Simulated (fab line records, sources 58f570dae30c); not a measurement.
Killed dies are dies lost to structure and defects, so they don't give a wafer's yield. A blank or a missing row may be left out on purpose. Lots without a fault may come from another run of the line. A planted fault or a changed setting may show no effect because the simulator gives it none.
fab line records | flow berkeley_cmos170
record lots=6 wafers=18 last_day=12
route steps=331 shown V2@294
lots that met no fault: from a run of the same line without faults
start_h: hours from the record's first day to the start of the lot's first wafer shown | wait_h: hours since the lot's step before | " the same as in the row above | L1.1+2: a row that stands for several wafers | - no value, or no start given | * or withheld: withheld | < > ~ a bound
route shown NAME@n: a module of which the file shows steps, and the number in the route of the first | usual: mean/standard deviation of fault-free wafers | same: alike in all rows | chamber/n: place in a boat | sites: the reading at each site | _std_site: their standard deviation | _edge_site: outer sites' mean less inner sites' | radius_mm: how far each site lies from the wafer's centre | mask NAME#n: copy n | behind: the tool/chamber that last shaped the wafer | hold: why the lot was held/for how many hours/how that ended | device: the transistor (n, p or np) that didn't switch | end of line: the same wafers' tests at the end of the route | a step without rows: its recipe alone | killed: dies lost to structure and defects at the first sort, not the wafer's yield | map: a wafer's dies, x killed, . not, _ none there
set.NAME: the setting as run; set.NAME@STEP: as run at that earlier step | model.NAME: the simulator's own value behind a step, which no gauge read
lots at some steps of the route; a table a step, a row a wafer
services: from which hour (start_h, from the record's first day; less than 0 if before it) a tool's chamber was out of use, for how many hours, and why
## steps
# step UCB170_V2_CMP_02
# recipe material=SiO2 down_force_psi=6 platen_rpm=60 pad_velocity_m_s=0.75398
# usual motor_current_A=17.0/1.8
# columns lot.wafer tool chamber start_h wait_h motor_current_A
L690.4 cmp-01 0 173.05 0.1 19.8
L690.1 " 1 " " 17.8
L690.3 " 2 " " 18.4
L694.4 cmp-01 3 212.47 0.0 17.2
L694.3 " 0 " " 18.9
L694.5 " 3 " " 16.9
L697.1 cmp-02 1 214.42 0.1 14.6
L697.4 " 2 " " 17.7
L697.6 " 0 " " 14.5
L699.1 cmp-01 0 247.60 0.1 19.4
L699.3 " 1 " " 17.9
L699.2 " 3 " " 17.3
L702.1 cmp-02 0 264.34 0.1 15.3
L702.4 " 1 " " 14.8
L702.5 " 2 " " 18.9
L705.4 cmp-02 1 273.45 0.1 14.9
L705.3 " 2 " " 18.2
L705.2 " 3 " " 15.9
# step UCB170_V2_BOW_MEAS_03
# recipe mode=bow
# usual V2_BOW=37/7.4
# columns lot.wafer tool chamber start_h wait_h V2_BOW[um]
L690.1 film_metro-03 - 173.35 0.2 39
L690.3 " - " " 34
L690.4 " - " " 28
L694.3 film_metro-03 - 212.81 0.2 41
L694.4 " - " " 33
L694.5 " - " " 42
L697.1 film_metro-04 - 214.67 0.2 46
L697.4 " - " " 46
L697.6 " - " " 38
L699.1 film_metro-04 - 247.90 0.2 41
L699.2 " - " " 28
L699.3 " - " " 32
L702.1 film_metro-04 - 264.54 0.1 40
L702.4 " - " " 34
L702.5 " - " " 42
L705.2 film_metro-04 - 273.72 0.1 41
L705.3 " - " " 41
L705.4 " - " " 49
# step UCB170_V2_THK_MEAS_04
# recipe reads=SiO2_of_V2_CVD_00
# usual V2_POLISHED_THK=1000.0/1.4
# columns lot.wafer tool chamber start_h wait_h V2_POLISHED_THK[nm]
L690.1 film_metro-03 - 173.47 0.1 1001.5
L690.3 " - " " 999.9
L690.4 " - " " 1000.9
L694.3 film_metro-03 - 212.91 0.1 999.1
L694.4 " - " " 1000.5
L694.5 " - " " 1000.2
L697.1 film_metro-04 - 214.79 0.1 1001.8
L697.4 " - " " 1002.4
L697.6 " - " " 1000.7
L699.1 film_metro-04 - 248.02 0.1 997.9
L699.2 " - " " 997.8
L699.3 " - " " 999.9
L702.1 film_metro-04 - 264.66 0.1 1002.0
L702.4 " - " " 1000.0
L702.5 " - " " 1000.7
L705.2 film_metro-04 - 273.83 0.1 997.8
L705.3 " - " " 999.1
L705.4 " - " " 1000.3
# step UCB170_V2_CLEAN_05
# recipe chemistry=DIW
# step UCB170_V2_HMDS_06
# recipe prime_time_s=60 prime_temp_c=100
# step UCB170_V2_COAT_07
# recipe resist=KrF spin_rpm=1500 resist_thk_nm=900
# step UCB170_V2_SOFTBAKE_08
# recipe resist=KrF temp_c=130 time_s=60
# step UCB170_V2_EXPOSE_09
# recipe mask_id=VIA2 target_cd_nm=700 na=0.5 sigma_outer=0.6 source_shape=conventional dose_mj=37
# step UCB170_V2_PEB_10
# recipe peb_temp_c=130 peb_time_s=withheld resist=KrF
# step UCB170_V2_DEVELOP_11
# recipe developer=TMAH develop_time_s=45 resist=KrF dev_temp_c=21
# step UCB170_V2_CD_MEAS_12
# recipe target_cd_nm=700
# usual cd_nm=700.0/1.3
# columns lot.wafer tool chamber start_h wait_h cd_nm
L690.1 cd_sem-02 - 175.04 - 698.7
L690.3 " - " " 697.2
L690.4 " - " " 699.4
L694.3 cd_sem-01 - 214.65 - 702.7
L694.4 " - " " 701.6
L694.5 " - " " 701.8
L697.1 cd_sem-02 - 216.82 - 698.4
L697.4 " - " " 700.0
L697.6 " - " " 698.6
L699.1 cd_sem-02 - 249.94 - 701.5
L699.2 " - " " 700.1
L699.3 " - " " 701.3
L702.1 cd_sem-01 - 266.11 - 698.6
L702.4 " - " " 697.9
L702.5 " - " " 698.4
L705.2 cd_sem-01 - 275.00 - 698.8
L705.3 " - " " 699.2
L705.4 " - " " 699.4
# step UCB170_V2_OVL_MEAS_13
# usual V2_OVL=-2/6.2
# columns lot.wafer tool chamber start_h wait_h V2_OVL[nm]
L690.1 overlay-02 - 175.16 0.1 2
L690.3 " - " " 4
L690.4 " - " " 0
L694.3 overlay-02 - 214.74 0.1 6
L694.4 " - " " 5
L694.5 " - " " 4
L697.1 overlay-01 - 216.94 0.1 -5
L697.4 " - " " -11
L697.6 " - " " -4
L699.1 overlay-01 - 250.06 0.1 -6
L699.2 " - " " -3
L699.3 " - " " -10
L702.1 overlay-02 - 266.23 0.1 -11
L702.4 " - " " -10
L702.5 " - " " -6
L705.2 overlay-01 - 275.11 0.1 2
L705.3 " - " " 5
L705.4 " - " " 4
# step UCB170_V2_ETCH_14
# recipe chemistry=CHF3/CF4/Ar target=SiO2 stop_on=Al CHF3_flow_sccm=45 cf4_flow_sccm=15 Ar_flow_sccm=150 pressure_mtorr=200 rf_w=700 target_depth_a=12500 over_etch_frac=0.25 time_s=291
# usual drypump_motor_current_A=5.8/0.42 oes_product_au=0.872/0.012 throttle_valve_pct=6.92/0.11
# same over_etch_frac=0.25
# columns lot.wafer tool chamber start_h wait_h drypump_motor_current_A oes_product_au rf_hours_counter_h throttle_valve_pct model.KrF_of_V2_COAT_07.thk_nm model.V2.feature_depth_nm model.etch.depth_nm
L690.1 rie_diel-04 2 175.19 0.0 5.9 0.879 19 7.01 610.5 1002 1002
L690.3 " 0 " " 6.2 0.873 5 7.02 609.3 1000 1000
L690.4 " 0 " " 6.2 0.866 - 7.03 604.6 1001 1001
L694.3 rie_diel-02 2 214.76 0.0 5.4 0.873 57 6.99 613.8 999.9 999.9
L694.4 " 0 " " 5.3 0.890 5 6.74 609.8 1001 1001
L694.5 " 2 " " 5.4 0.870 - 6.99 614.8 1000 1000
L697.1 rie_diel-04 1 216.98 0.0 6.3 0.856 1 6.79 667.9 992.6 992.6
L697.4 " 0 " " 6.2 0.861 7 7.04 666.4 988.1 988.1
L697.6 " 3 " " 6.2 0.858 - 6.81 677.4 959.6 959.6
L699.1 rie_diel-04 2 250.09 0.0 5.9 0.874 22 7.01 667.7 995.1 995.1
L699.2 " 1 " " 6.3 0.870 2 6.80 659.8 997.8 997.8
L699.3 " 3 " " 6.2 0.865 16 6.82 667.2 993.4 993.4
L702.1 rie_diel-03 0 266.27 0.0 5.7 0.873 55 6.77 611.5 1001 1001
L702.4 " 1 " " 6.3 0.848 75 6.86 608 1000 999.9
L702.5 " 3 " " 5.4 0.858 - 7.02 605.1 1002 1001
L705.2 rie_diel-02 0 275.14 0.0 5.3 0.889 7 6.74 609.4 998.1 997.8
L705.3 " 2 " " 5.5 0.874 61 6.98 610.3 999.4 999.4
L705.4 " 3 " " 5.1 0.883 6 6.90 608.4 1000 1000
# step UCB170_V2_STRIP_15
# recipe chemistry=O2 power_w=400 pressure_mtorr=3500 platen_temp_c=withheld o2_flow_sccm=400 overash_fraction=0.5
# usual drypump_motor_current_A=5.6/0.4 oes_product_au=0.721/0.0043 strip_time_to_endpoint_s=15.31/0.12
# columns lot.wafer tool chamber start_h wait_h drypump_motor_current_A oes_product_au rf_hours_counter_h strip_time_to_endpoint_s
L690.1 plasma_asher-03 0 175.37 0.1 5.2 0.724 45 15.33
L690.3 " 0 " " 5.2 0.726 - 15.30
L690.4 " 1 " " 5.9 0.725 - 15.21
L694.3 plasma_asher-02 1 214.97 0.1 6.2 0.719 - 15.39
L694.4 " 0 " " 5.5 0.716 - 15.32
L694.5 " 1 " " 6.2 0.727 - 15.42
L697.1 plasma_asher-02 1 217.16 0.1 6.2 0.725 43 16.62
L697.4 " 0 " " 5.5 0.721 - 16.59
L697.6 " 0 " " 5.5 0.725 - 16.84
L699.1 plasma_asher-02 0 250.27 0.1 5.5 0.727 46 16.63
L699.2 " 1 " " 6.2 0.726 46 16.43
L699.3 " 1 " " 6.2 0.726 - 16.60
L702.1 plasma_asher-01 1 266.45 0.1 5.2 0.725 17 15.35
L702.4 " 1 " " 5.1 0.723 - 15.27
L702.5 " 0 " " 5.5 0.731 - 15.19
L705.2 plasma_asher-03 1 275.31 0.1 5.9 0.725 53 15.29
L705.3 " 1 " " 6.0 0.729 - 15.31
L705.4 " 0 " " 5.2 0.722 - 15.28
# step UCB170_V2_CD_MEAS_90
# recipe target_cd_nm=700
# usual cd_nm=699.7/1.6
# columns lot.wafer tool chamber start_h wait_h cd_nm
L690.1 cd_sem-01 - 175.47 0.1 698.1
L690.3 " - " " 696.5
L690.4 " - " " 697.8
L694.3 cd_sem-01 - 215.08 0.1 701.1
L694.4 " - " " 701.7
L694.5 " - " " 700.6
L697.1 cd_sem-02 - 217.26 0.1 697.0
L697.4 " - " " 696.8
L697.6 " - " " 694.0
L699.1 cd_sem-01 - 250.37 0.1 698.9
L699.2 " - " " 698.4
L699.3 " - " " 698.2
L702.1 cd_sem-02 - 266.55 0.1 698.5
L702.4 " - " " 697.3
L702.5 " - " " 699.0
L705.2 cd_sem-02 - 275.43 0.1 699.9
L705.3 " - " " 698.4
L705.4 " - " " 700.7
## services
# columns tool chamber start_h hours kind
rie_diel-04 1 170.26 - clean
rie_diel-04 1 170.26 21.3 scheduled_down
rie_diel-04 1 170.26 21.3 vent_cycle
plasma_asher-03 - 196.53 0.5 repair
rie_diel-03 2 206.44 6.6 repair
cmp-02 - 230.45 3.4 repair
cmp-02 - 233.80 4.0 pm
cmp-01 - 234.86 0.2 repair
cmp-02 - 237.80 - consumable_replace:conditioner
cmp-02 - 237.80 - consumable_replace:pad
plasma_asher-03 - 255.31 15.6 pm
rie_diel-03 3 257.88 5.1 repair
cmp-01 - 266.67 0.6 repair
## key
first_sign step=UCB170_V2_STRIP_15 reading=strip_time_to_endpoint_s direction=up sigmas=11 usual=* struck=*
effect step=UCB170_V2_CD_MEAS_90 reading=cd_nm direction=down sigmas=1.6 usual=699.7 struck=697.2
model_effect step=UCB170_V2_ETCH_14 value=KrF_of_V2_COAT_07.thk_nm without=609.4 struck=667.7
met_at UCB170_V2_ETCH_14
struck_wafers L697.1,L697.4,L697.6,L699.1,L699.2,L699.3
later_rows_left_out L697.1,L697.4,L697.6,L699.1,L699.3
sort_left_out L697.1,L697.4,L697.6,L699.1,L699.2,L699.3
onset_between 175.19 216.98
also_fits UCB170_V2_STRIP_15:plasma_asher-02
fault kind=process_parameter_drift tool=rie_diel-04 chamber=- onset_h=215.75 steps=UCB170_V2_ETCH_14 channel=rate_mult offset=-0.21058 shape=step end_h=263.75
# sort_left_out: the simulated sort isn't trusted on such a fault, so these wafers' sort isn't shown, and their yield isn't known
# later_rows_left_out: the simulator's readings of these wafers behind a module that went badly wrong aren't trusted and aren't shown, but for the sort
